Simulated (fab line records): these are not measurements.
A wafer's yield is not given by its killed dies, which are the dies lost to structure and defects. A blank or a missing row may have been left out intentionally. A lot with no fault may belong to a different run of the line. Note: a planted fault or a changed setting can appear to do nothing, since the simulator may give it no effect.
8D (eight disciplines) problem report, filled in by code	flow rit cmos	the parts of the form that need people (team, actions taken, sign-off) are left out

1. WHAT IS WRONG
run length s at RIT_ACTIVE_ETCH_13 reads a mean of 257.8 s on 6 wafers of 2 lots; wafers without a fault read 238.4 s with a standard deviation of 0.37. That is +52 standard deviations from the usual mean.
The step: etches Si3N4 in SF6, stops on SiO2, time 210 s, target depth 210 nm.
Seen first at day 4 22:50 on rie diel-02, wafer L977.2. The record has a number at this step for 42 wafers belonging to 14 lots. The rule behind "out" and "out of limits": a value lying over 4 standard deviations away from the usual mean. The other wafers with a number count as sound.

2. WHAT IT IS AND WHAT IT IS NOT
question	is	is not
which readings at this step	run length s	SF6_flow_sccm, drypump motor current A, throttle valve pct
which lots	L977, L982	L962, L965, L966, L967, L968, L969, L970, L971, L972, L975, L983, L984
which wafers of those lots	all that have a number	-
read on which tools	rie diel-02	rie diel-01, rie diel-04
when	from day 4 22:50	up to then (30 sound wafers); but 6 sound wafers of L983, L984 came after

3. THE SUSPECTS, EACH WITH WHAT RULES IT OUT
Counting: any tool at a process step up to the reading is kept as a suspect provided that every lot that is out went through it and no sound lot did after the first of them.
- rie diel-02 at RIT_ACTIVE_ETCH_13 (etches Si3N4 in SF6, stops on SiO2, time 210 s, target depth 210 nm): kept. Every lot that is out went through it, starting with L977 (day 4 22:50), and after that it ran no sound lot; the last sound lot it ran before then is L972 (day 3 21:43). Its own run length s readings are out on those wafers.
After counting, what remains is rie diel-02 at RIT_ACTIVE_ETCH_13.

4. THE CAUSE (what the simulator had put in)
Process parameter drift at RIT_ACTIVE_ETCH_13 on rie diel-02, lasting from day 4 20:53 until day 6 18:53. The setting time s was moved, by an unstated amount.
This tool alone remained once counting was done.

5. THE CHAIN OF EFFECTS, in route order
Rows list readings where the struck wafers' mean (over those with a number) sits beyond 3 standard deviations from the usual. Only readings for which the record gives a usual standard deviation are gone through. hours: the time from each lot's start at the first step in this table that gives one to its start at this step, as a median over the lots. sigmas: the change in usual standard deviations.
hours	step	reading	usual	on struck wafers	change	sigmas
0	RIT_ACTIVE_ETCH_13	oes product au	0.823 a.u.	0.780	-0.043	-3.9
0	RIT_ACTIVE_ETCH_13	run length s	238.4 s	257.8	+19.4	+52
It contains these process steps:
- RIT_ACTIVE_ETCH_13: etches Si3N4 in SF6, stops on SiO2, time 210 s, target depth 210 nm.

6. WHAT WOULD HAVE CAUGHT IT SOONER
In this record the first reading out of limits was taken at day 4 22:50, 2 hours after the fault began at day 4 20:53.
